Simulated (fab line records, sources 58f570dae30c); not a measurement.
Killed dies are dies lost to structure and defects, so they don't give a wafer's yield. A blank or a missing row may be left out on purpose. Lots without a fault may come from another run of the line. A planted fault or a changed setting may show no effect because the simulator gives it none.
Which tool did it? | flow berkeley_cmos170 | 14 lots, 42 wafers sampled, at 6 steps of a route of 331

WHAT THE GAUGES READ, wafer by wafer
UCB170_V1_OVL_MEAS_13. Usual: V1_OVL 1 nm, standard deviation 5.7.
lot  | measured     | on         | V1_OVL (nm) | flag
L218 | day 7 14:52  | overlay-01 | -2 9 4      |
L217 | day 7 15:19  | overlay-02 | -9 -16 -11  |
L219 | day 8 03:43  | overlay-02 | 1 4 -5      |
L220 | day 8 11:17  | overlay-02 | -5 -7 1     |
L221 | day 8 11:31  | overlay-02 | -2 -3 -1    |
L222 | day 8 20:02  | overlay-01 | -3 -7 -4    |
L223 | day 9 10:07  | overlay-01 | 4 0 8       |
L225 | day 9 10:32  | overlay-01 | 7 0 0       |
L226 | day 9 10:46  | overlay-02 | 7 6 6       |
L230 | day 10 10:53 | overlay-02 | -8 -4 -4    |
L232 | day 10 19:49 | overlay-01 | -3 -6 0     |
L233 | day 11 00:04 | overlay-02 | 3 4 3       |
L234 | day 11 00:21 | overlay-01 | 6 2 2       |
L235 | day 11 00:47 | overlay-02 | -4 -3 0     |

UCB170_M3_RS_MEAS_02: measures by four-point-probe. Usual: M3_AL_RS 0.03227 ohm/sq, standard deviation 0.0003.
lot  | measured     | on            | M3_AL_RS (ohm/sq)       | flag
L218 | day 7 23:54  | film_metro-04 | 0.03258 0.03204 0.0325  |
L217 | day 8 00:03  | film_metro-02 | 0.03261 0.03248 0.03223 |
L219 | day 8 09:50  | film_metro-01 | 0.03305 0.03231 0.03256 |
L220 | day 8 18:15  | film_metro-02 | 0.03248 0.03227 0.03257 |
L221 | day 8 18:34  | film_metro-01 | 0.03182 0.03155 0.03159 |
L222 | day 9 02:16  | film_metro-01 | 0.03218 0.03252 0.03222 |
L223 | day 9 19:40  | film_metro-04 | 0.03206 0.03279 0.0324  |
L225 | day 9 20:56  | film_metro-04 | 0.03208 0.03228 0.03245 |
L226 | day 9 20:40  | film_metro-04 | 0.03906 0.03218 0.03183 | OFF
L230 | day 10 20:12 | film_metro-04 | 0.03907 0.03202 0.03244 | OFF
L232 | day 11 02:21 | film_metro-01 | 0.03233 0.03269 0.03209 |
L233 | day 11 06:37 | film_metro-04 | 0.03229 0.03227 0.03236 |
L234 | day 11 06:55 | film_metro-02 | 0.03227 0.03228 0.03213 |
L235 | day 11 07:28 | film_metro-02 | 0.03252 0.03219 0.03219 |

UCB170_M3_THK_MEAS_03: measures by xrf. Usual: M3_AL_THK 896 nm, standard deviation 11.
lot  | measured     | on            | M3_AL_THK (nm) | flag
L218 | day 8 00:01  | film_metro-04 | 890 900 888    |
L217 | day 8 00:10  | film_metro-02 | 891 899 903    |
L219 | day 8 09:56  | film_metro-01 | 864 889 878    |
L220 | day 8 18:22  | film_metro-02 | 897 904 894    |
L221 | day 8 18:40  | film_metro-01 | 895 915 907    |
L222 | day 9 02:23  | film_metro-01 | 898 888 895    |
L223 | day 9 19:47  | film_metro-04 | 912 888 899    |
L225 | day 9 21:03  | film_metro-04 | 907 903 895    |
L226 | day 9 20:47  | film_metro-04 | 751 904 913    | OFF
L230 | day 10 20:19 | film_metro-04 | 737 902 897    | OFF
L232 | day 11 02:28 | film_metro-01 | 889 881 899    |
L233 | day 11 06:44 | film_metro-04 | 896 900 893    |
L234 | day 11 07:02 | film_metro-02 | 901 897 904    |
L235 | day 11 07:35 | film_metro-02 | 892 903 903    |

UCB170_M3_OVL_MEAS_16. Usual: M3_OVL 0 nm, standard deviation 6.9.
lot  | measured     | on         | M3_OVL (nm) | flag
L218 | day 8 01:57  | overlay-01 | -11 -8 -12  |
L217 | day 8 02:11  | overlay-02 | 15 12 19    |
L219 | day 8 12:07  | overlay-02 | 12 5 14     |
L220 | day 8 20:54  | overlay-01 | -1 -5 3     |
L221 | day 8 21:11  | overlay-01 | 3 9 -1      |
L222 | day 9 04:16  | overlay-02 | -1 -6 -2    |
L223 | day 10 00:26 | overlay-02 | -3 -2 2     |
L225 | day 10 02:26 | overlay-02 | 3 9 11      |
L226 | day 10 01:53 | overlay-02 | 2 -2 -5     |
L230 | day 10 22:19 | overlay-01 | -4 4 -2     |
L232 | day 11 04:43 | overlay-01 | -7 -11 -10  |
L233 | day 11 08:43 | overlay-01 | -3 1 -4     |
L234 | day 11 09:04 | overlay-02 | -5 -5 -3    |
L235 | day 11 10:15 | overlay-02 | 3 1 -1      |

WHICH TOOL RAN EACH LOT (tool, then ch and the chambers of the sampled wafers, then the start)
lot  | UCB170_M3_SPUTTER_01         | UCB170_M3_STRIP_07
L218 | pvd_sputter-04, day 7 23:49  | plasma_asher-02 ch 0,1, day 8 00:32
L217 | pvd_sputter-03, day 7 23:58  | plasma_asher-01 ch 0,1, day 8 00:48
L219 | pvd_sputter-03, day 8 09:44  | plasma_asher-03 ch 0,1, day 8 10:40
L220 | pvd_sputter-04, day 8 18:10  | plasma_asher-03 ch 0,1, day 8 19:22
L221 | pvd_sputter-02, day 8 18:26  | plasma_asher-01 ch 0,1, day 8 19:49
L222 | pvd_sputter-02, day 9 02:11  | plasma_asher-01 ch 0,1, day 9 02:54
L223 | pvd_sputter-04, day 9 19:35  | plasma_asher-03 ch 0,1, day 9 21:08
L225 | pvd_sputter-04, day 9 20:50  | plasma_asher-03 ch 0,1, day 9 22:22
L226 | pvd_sputter-02, day 9 20:35  | plasma_asher-02 ch 0,1, day 9 21:56
L230 | pvd_sputter-02, day 10 20:07 | plasma_asher-03 ch 0,1, day 10 20:50
L232 | pvd_sputter-03, day 11 02:16 | plasma_asher-03 ch 0,1, day 11 03:02
L233 | pvd_sputter-04, day 11 06:32 | plasma_asher-02 ch 0,1, day 11 07:15
L234 | pvd_sputter-03, day 11 06:49 | plasma_asher-01 ch 0, day 11 07:32
L235 | pvd_sputter-04, day 11 07:23 | plasma_asher-03 ch 0, day 11 08:09
- UCB170_M3_SPUTTER_01: material Al, target thk 900 nm, time 120 s.
- UCB170_M3_STRIP_07: strips in O2.

WHAT THE TOOLS THEMSELVES READ (means of the sampled wafers that have a number; where no wafer has one, the mark that the record gives instead)
UCB170_M3_SPUTTER_01. Usual: throttle_valve_pct 30.0 %, standard deviation 1.
lot  | tool           | throttle_valve_pct (%) | flag
L218 | pvd_sputter-04 | 29.4                   |
L217 | pvd_sputter-03 | 30.1                   |
L219 | pvd_sputter-03 | 30.7                   |
L220 | pvd_sputter-04 | 28.2                   |
L221 | pvd_sputter-02 | 30.9                   |
L222 | pvd_sputter-02 | 30.6                   |
L223 | pvd_sputter-04 | 29.5                   |
L225 | pvd_sputter-04 | 29.2                   |
L226 | pvd_sputter-02 | 30.6                   |
L230 | pvd_sputter-02 | 30.6                   |
L232 | pvd_sputter-03 | 30.0                   |
L233 | pvd_sputter-04 | 29.2                   |
L234 | pvd_sputter-03 | 30.4                   |
L235 | pvd_sputter-04 | 29.0                   |

UCB170_M3_STRIP_07. Usual: drypump_motor_current_A 6.04 A, standard deviation 0.19; oes_product_au 0.735 a.u., standard deviation 0.0045; strip_time_to_endpoint_s 21.94 s, standard deviation 0.078.
lot  | tool            | drypump_motor_current_A (A) | oes_product_au (a.u.) | strip_time_to_endpoint_s (s) | flag
L218 | plasma_asher-02 | 6.00                        | 0.739                 | 21.93                        |
L217 | plasma_asher-01 | 5.94                        | 0.736                 | 22.00                        |
L219 | plasma_asher-03 | 6.16                        | 0.735                 | 22.03                        |
L220 | plasma_asher-03 | 6.18                        | 0.733                 | 21.87                        |
L221 | plasma_asher-01 | 5.93                        | 0.732                 | 22.04                        |
L222 | plasma_asher-01 | 6.11                        | 0.734                 | 21.82                        |
L223 | plasma_asher-03 | 6.16                        | 0.735                 | 22.09                        |
L225 | plasma_asher-03 | 6.10                        | 0.729                 | 21.90                        |
L226 | plasma_asher-02 | 5.88                        | 0.737                 | 21.91                        |
L230 | plasma_asher-03 | 6.10                        | 0.734                 | 21.89                        |
L232 | plasma_asher-03 | 6.11                        | 0.737                 | 21.84                        |
L233 | plasma_asher-02 | 6.01                        | 0.731                 | 21.97                        |
L234 | plasma_asher-01 | 6.30                        | 0.734                 | 21.94                        |
L235 | plasma_asher-03 | 6.25                        | 0.730                 | 21.93                        |

THE ANSWER, worked out from the rows above alone
Rule: a lot is off if the mean of its wafers that have a number lies more than 3 standard deviations from the usual mean. A lot without any number at a reading at which 4 lots or more have one is off too. The other lots that the step has rows for count as sound. The gauges are gone through in route order, then the tools' own readings, and for those a lot's mean is taken as printed above. The first step at which some lot is off is used, and at that step the reading that is off furthest; a lot without a number counts as furthest.
Off: L226, L230, at UCB170_M3_RS_MEAS_02 (M3_AL_RS).
A tool fits if, at a process step before that reading, it ran every lot that is off, and no sound lot after the first of them. The gauges at UCB170_M3_RS_MEAS_02 are tried like those tools. One fits: pvd_sputter-02 at UCB170_M3_SPUTTER_01. Its last sound lot is L222 (day 9 02:11), its first lot that is off L226 (day 9 20:35): a fault that began between those two fits.

WHAT THE SIMULATOR HAD PUT IN
Process parameter drift: pvd_sputter-02, from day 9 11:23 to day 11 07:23, at UCB170_M3_SPUTTER_01. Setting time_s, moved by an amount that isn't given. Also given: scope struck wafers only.
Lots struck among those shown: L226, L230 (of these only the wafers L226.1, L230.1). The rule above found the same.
